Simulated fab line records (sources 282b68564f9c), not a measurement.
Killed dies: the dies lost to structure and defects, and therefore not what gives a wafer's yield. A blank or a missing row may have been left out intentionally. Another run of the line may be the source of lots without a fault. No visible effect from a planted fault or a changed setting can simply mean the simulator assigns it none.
fab line records    flow rit-cmos
record lots=5  wafers=15  last-day=7
route steps=202 shown GATE@83 M1@202
lots with no fault: from the same line, run without faults
start-h: hours from the record's opening day to when the first of the lot's shown wafers began    wait-h: hours since the lot's step before    " unchanged from the row above    L1.1+2: several wafers, shown together as one row    - value missing, or start not given    * or withheld: withheld    < > ~ a bound
route shown NAME@n: NAME is a module with steps in the file, n the number in the route of the first one    usual: mean/standard deviation taken from wafers without a fault    same: alike in all rows    chamber/n: place in a boat    sites: readings site by site    _std_site: the values' standard deviation    _edge_site: outer sites' mean less inner sites'    radius-mm: how far each site lies from the wafer's centre    mask NAME#n: copy n    behind: the last tool/chamber to shape the wafer    hold: why the lot went on hold/how many hours it stayed there/how the hold came to an end    device: transistor that didn't switch, given as n, p or np    end of line: tests of these same wafers at the route's end    a step with no rows: only its recipe    killed: dies that structure and defects cost at the first sort, which is not the same as the wafer's yield    map: the dies of a wafer, with x for killed, . for not killed, _ for no die there
set.NAME: setting as actually run; set.NAME@STEP: the setting as run at that earlier step    model.NAME: the simulator's own value behind a step, which no gauge read
a table for each step, a row for each wafer; lots at some steps of the route
services: the hour from which a tool's chamber was out of use, counted from the record's first day as start-h (under 0 if before that day), plus the number of hours and why
## steps
# step RIT_GATE_THK_MEAS_07
# recipe reads=SiO2_of_GATE_OXIDATION_05
# usual GATE_OXIDE_THK=3.03/0.069
lot.wafer  tool           chamber  start-h  wait-h  GATE_OXIDE_THK[nm]
L261.1     film-metro-03  -        42.30    0.0     3.05
L261.4     "              -        "        "       3.02
L261.6     "              -        "        "       3.09
L267.2     film-metro-04  -        74.55    0.0     2.94
L267.3     "              -        "        "       2.91
L267.5     "              -        "        "       2.99
L270.4     film-metro-01  -        88.25    0.0     2.88
L270.5     "              -        "        "       2.88
L270.6     "              -        "        "       2.93
L271.1     film-metro-04  -        97.42    0.0     3.05
L271.2     "              -        "        "       3.07
L271.6     "              -        "        "       3.06
L282.2     film-metro-03  -        145.99   0.0     3.02
L282.3     "              -        "        "       2.99
L282.4     "              -        "        "       3.03
# step RIT_GATE_CVD_08
# recipe material=poly-Si  target-thk-nm=250  temp-c=610  precursor=SiH4  time-s=2220  pressure-mtorr=300  sih4-flow-sccm=100
# step RIT_GATE_THK_MEAS_09
# recipe reads=poly-Si_of_GATE_CVD_08
# usual GATE_POLY_THK=250.1/2.5
lot.wafer  tool           chamber  start-h  wait-h  GATE_POLY_THK[nm]
L261.1     film-metro-01  -        43.98    0.0     251.1
L261.4     "              -        "        "       252.3
L261.6     "              -        "        "       250.8
L267.2     film-metro-03  -        76.22    0.0     250.5
L267.3     "              -        "        "       251.3
L267.5     "              -        "        "       248.6
L270.4     film-metro-03  -        89.93    0.0     251.3
L270.5     "              -        "        "       249.2
L270.6     "              -        "        "       250.4
L271.1     film-metro-01  -        99.09    0.0     254.4
L271.2     "              -        "        "       254.2
L271.6     "              -        "        "       252.6
L282.2     film-metro-01  -        147.67   0.0     251.1
L282.3     "              -        "        "       254.1
L282.4     "              -        "        "       251.4
# step RIT_GATE_HMDS_10
# recipe prime-time-s=60  prime-temp-c=140
# step RIT_GATE_COAT_11
# recipe resist=NOVOLAK  spin-rpm=4250  resist-thk-nm=850
# step RIT_GATE_SOFTBAKE_12
# recipe resist=NOVOLAK  temp-c=90  time-s=60
# step RIT_GATE_EXPOSE_13
# recipe mask-id=M6  na=0.6  source-shape=conventional  sigma-outer=0.6  target-cd-nm=150  dose-mj=380
# step RIT_GATE_PEB_14
# recipe resist=NOVOLAK  temp-c=withheld  time-s=withheld
# step RIT_GATE_DEVELOP_15
# recipe resist=NOVOLAK  develop-time-s=50  dev-temp-c=22.24
# step RIT_GATE_CD_MEAS_16
# recipe target-cd-nm=150
# usual cd-nm=150.0/2.6
lot.wafer  tool       chamber  start-h  wait-h  cd-nm
L261.1     cd-sem-01  -        45.01    -       147.3
L261.4     "          -        "        "       146.7
L261.6     "          -        "        "       147.3
L267.2     cd-sem-02  -        77.27    -       147.9
L267.3     "          -        "        "       148.0
L267.5     "          -        "        "       148.4
L270.4     cd-sem-01  -        90.87    -       149.2
L270.5     "          -        "        "       150.3
L270.6     "          -        "        "       151.3
L271.1     cd-sem-02  -        100.12   -       149.2
L271.2     "          -        "        "       150.7
L271.6     "          -        "        "       151.5
L282.2     cd-sem-02  -        148.81   -       152.3
L282.3     "          -        "        "       154.6
L282.4     "          -        "        "       157.3
# step RIT_GATE_OVL_MEAS_17
# usual GATE_OVL=0.4/1.5
lot.wafer  tool        chamber  start-h  wait-h  GATE_OVL[nm]
L261.1     overlay-01  -        45.13    0.1     -0.1
L261.4     "           -        "        "       2.0
L261.6     "           -        "        "       -0.4
L267.2     overlay-02  -        77.37    0.1     -0.9
L267.3     "           -        "        "       -1.2
L267.5     "           -        "        "       1.2
L270.4     overlay-01  -        90.94    0.1     -0.4
L270.5     "           -        "        "       -0.6
L270.6     "           -        "        "       -0.4
L271.1     overlay-02  -        100.24   0.1     -2.0
L271.2     "           -        "        "       -0.6
L271.6     "           -        "        "       -0.3
L282.2     overlay-01  -        148.91   0.1     0.4
L282.3     "           -        "        "       1.5
L282.4     "           -        "        "       1.7
# step RIT_GATE_HARDBAKE_18
# recipe resist=NOVOLAK  temp-c=140  time-s=60
# step RIT_GATE_ETCH_19
# recipe chemistry=SF6/CHF3/O2  time-s=165  SF6_flow_sccm=30  CHF3_flow_sccm=30  O2_flow_sccm=5  target=poly-Si  pressure-mtorr=40  rf-w=163  target-depth-a=3125  over-etch-frac=0.25  stop-on=SiO2
# usual CHF3_flow_sccm=30.01/0.094  drypump-motor-current-A=5.9/0.3  oes-product-au=0.854/0.01  throttle-valve-pct=10.27/0.13
lot.wafer  tool       chamber  start-h  wait-h  CHF3_flow_sccm  drypump-motor-current-A  oes-product-au  rf-hours-counter-h  throttle-valve-pct  model.NOVOLAK_of_GATE_COAT_11.thk-nm
L261.1     rie-si-01  1        45.32    0.1     30.12           6.1                      0.856           2                   10.16               669
L261.4     "          3        "        "       30.10           5.4                      0.838           143                 10.35               667.6
L261.6     "          2        "        "       30.05           6.0                      0.855           -                   10.36               670.5
L267.2     rie-si-01  3        77.55    0.1     30.02           5.4                      0.838           143                 10.34               665.5
L267.3     "          1        "        "       29.99           6.1                      0.857           2                   10.14               668.8
L267.5     "          3        "        "       30.08           5.4                      0.833           -                   10.35               667.8
L270.4     rie-si-02  3        91.11    0.1     30.03           5.9                      0.867           113                 10.29               670.1
L270.5     "          0        "        "       30.07           6.6                      0.843           -                   9.99                670.4
L270.6     "          1        "        "       29.98           5.8                      0.864           -                   10.48               671
L271.1     rie-si-02  2        100.43   0.1     29.91           5.8                      0.863           43                  10.27               665.2
L271.2     "          1        "        "       29.83           5.8                      0.875           39                  10.46               668.4
L271.6     "          1        "        "       29.85           5.9                      0.877           -                   10.47               668.6
L282.2     rie-si-02  1        149.09   0.1     30.09           5.9                      0.859           39                  10.48               669.8
L282.3     "          0        "        "       30.00           6.6                      0.850           62                  10.00               669.6
L282.4     "          3        "        "       29.90           5.9                      0.850           114                 10.28               670.7
# step RIT_GATE_STRIP_20
# recipe chemistry=O2  time-s=180  resist=NOVOLAK  platen-temp-c=withheld  power-w=500  pressure-mtorr=4000  o2-flow-sccm=4000
# usual drypump-motor-current-A=5.7/0.44  o2-flow-sccm=4003/12
lot.wafer  tool             chamber  start-h  wait-h  drypump-motor-current-A  o2-flow-sccm  rf-hours-counter-h
L261.1     plasma-asher-04  1        45.43    0.1     5.9                      3993          39
L261.4     "                1        "        "       5.9                      4002          -
L261.6     "                1        "        "       5.9                      3989          -
L267.2     plasma-asher-04  1        77.66    0.1     5.9                      4020          42
L267.3     "                0        "        "       5.4                      4008          -
L267.5     "                1        "        "       5.9                      3998          -
L270.4     plasma-asher-03  0        91.28    0.1     6.3                      3971          -
L270.5     "                0        "        "       6.3                      3977          -
L270.6     "                1        "        "       5.8                      3999          -
L271.1     plasma-asher-03  0        100.53   0.1     6.3                      3997          30
L271.2     "                1        "        "       5.9                      4025          30
L271.6     "                0        "        "       6.3                      3995          -
L282.2     plasma-asher-03  0        149.20   0.1     6.3                      4004          35
L282.3     "                0        "        "       6.4                      4014          -
L282.4     "                1        "        "       5.8                      4005          -
# step RIT_M1_PROBE_99
# usual killed-at-front-end=7/3.4  killed-dies=7/3.4  killed-on-rim=1.8/1.4  killed-open=3.4/2  killed-short=3.6/2.1
# same gross-dies=264  killed_at_M0_to_M3=0  killed_at_M4_up=0  killed-at-back-side=0  killed-at-contacts=0  killed-at-other=0
lot.wafer  tool       chamber  start-h  wait-h  killed-at-front-end  killed-dies  killed-on-rim  killed-open  killed-short  model.etest.poly-comb-over-steps.leak-log10-a-um
L261.1     prober-01  -        67.40    0.1     5                    5            1              2            3             -12.66
L261.4     prober-01  -        67.55    0.2     5                    5            0              3            2             -12.99
L261.6     prober-01  -        67.65    0.2     0                    0            0              0            0             -12.89
L267.2     prober-01  -        99.38    0.1     16                   16           4              8            8             -12.83
L267.3     prober-01  -        99.43    0.2     9                    9            1              5            4             -12.69
L267.5     prober-01  -        99.53    0.2     10                   10           3              4            6             -12.9
L270.4     prober-02  -        113.89   0.2     3                    3            0              0            3             -12.84
L270.5     prober-02  -        113.94   0.2     0                    0            0              0            0             -12.66
L270.6     prober-02  -        113.99   0.2     2                    2            1              1            1             -12.83
L271.1     prober-01  -        122.84   0.1     12                   12           3              4            8             -12.69
L271.2     prober-01  -        122.89   0.1     10                   10           3              4            6             -12.8
L271.6     prober-01  -        123.09   0.2     10                   10           0              3            7             -12.86
L282.2     prober-02  -        170.04   0.1     14                   14           2              6            8             -12.68
L282.3     prober-02  -        170.09   0.2     8                    8            2              3            5             -12.71
L282.4     prober-02  -        170.14   0.2     5                    5            0              2            3             -12.84
# killed by level:class
L261.1 GATE:geometric-particle:open=2 GATE:geometric-particle:short=1 SPACER:geometric-particle:short=1 SILICIDE:geometric-particle:short=1
L261.4 GATE:geometric-particle:short=2 GATE:geometric-particle:open=2 SILICIDE:geometric-particle:open=1
L261.6
L267.2 GATE:geometric-particle:short=4 GATE:geometric-particle:open=3 FOX1:geometric-particle:open=2 REOX:geometric-particle:short=2 SILICIDE:geometric-particle:open=2 FOX1:geometric-particle:short=1 FOX2:geometric-particle:short=1 REOX:geometric-particle:open=1
L267.3 GATE:geometric-particle:open=3 GATE:geometric-particle:short=2 REOX:geometric-particle:short=2 REOX:geometric-particle:open=1 SPACER:geometric-particle:open=1
L267.5 GATE:geometric-particle:short=3 GATE:geometric-particle:open=2 SILICIDE:geometric-particle:short=2 FOX1:geometric-particle:open=1 REOX:geometric-particle:open=1 SPACER:geometric-particle:short=1
L270.4 FOX1:geometric-particle:short=1 FOX2:geometric-particle:short=1 GATE:geometric-particle:short=1
L270.5
L270.6 GATE:geometric-particle:open=1 SILICIDE:geometric-particle:short=1
L271.1 SPACER:geometric-particle:short=4 GATE:geometric-particle:short=2 GATE:geometric-particle:open=2 SILICIDE:geometric-particle:short=2 FOX1:geometric-particle:open=1 STARTING-WAFER:geometric-particle:open=1
L271.2 SPACER:geometric-particle:short=3 REOX:geometric-particle:open=2 REOX:geometric-particle:short=2 FOX2:geometric-particle:open=1 GATE:geometric-particle:open=1 GATE:geometric-particle:short=1
L271.6 GATE:geometric-particle:short=3 GATE:geometric-particle:open=2 SPACER:geometric-particle:short=2 REOX:geometric-particle:short=1 SILICIDE:geometric-particle:open=1 SILICIDE:geometric-particle:short=1
L282.2 GATE:geometric-particle:short=3 SPACER:geometric-particle:open=3 GATE:geometric-particle:open=2 REOX:geometric-particle:short=2 FOX1:geometric-particle:short=1 FOX1:geometric-particle:open=1 FOX2:geometric-particle:short=1 SILICIDE:geometric-particle:short=1
L282.3 SPACER:geometric-particle:short=3 GATE:geometric-particle:open=2 GATE:geometric-particle:short=2 REOX:geometric-particle:open=1
L282.4 FOX2:geometric-particle:short=1 FOX2:geometric-particle:open=1 GATE:geometric-particle:open=1 GATE:geometric-particle:short=1 SPACER:geometric-particle:short=1
## services
tool             chamber  start-h  hours  kind
plasma-asher-04  -        46.52    3.4    repair
plasma-asher-04  -        59.29    5.9    repair
plasma-asher-04  -        68.83    0.6    repair
plasma-asher-03  -        101.48   7.2    repair
rie-si-02        0        132.46   4.8    repair
rie-si-01        3        140.74   -      clean
rie-si-01        3        140.74   21.6   scheduled-down
rie-si-01        3        140.74   21.6   vent-cycle
## key
first-sign none at tools or gauges
model-effect step=RIT_GATE_ETCH_19  value=NOVOLAK_of_GATE_COAT_11.thk-nm  without=665.2  struck=668.8
model-effect step=RIT_M1_PROBE_99  value=etest.poly-comb-over-steps.leak-log10-a-um  without=-12.85  struck=-12.69
met-at RIT_GATE_ETCH_19
struck-wafers L267.3
tester-left-out L267
onset-between 45.32 77.55
fault kind=process-parameter-drift  tool=rie-si-01  chamber=1  onset-h=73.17  steps=RIT_GATE_ETCH_19  channel=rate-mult  offset=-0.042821  shape=step  end-h=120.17
# tester-left-out: of these lots the tester's yield and bins aren't shown, on N5 and GAA mostly nor the transistor test; their killed dies are dies lost to structure and defects alone, not to doping, threshold or leakage, so they don't give the yield
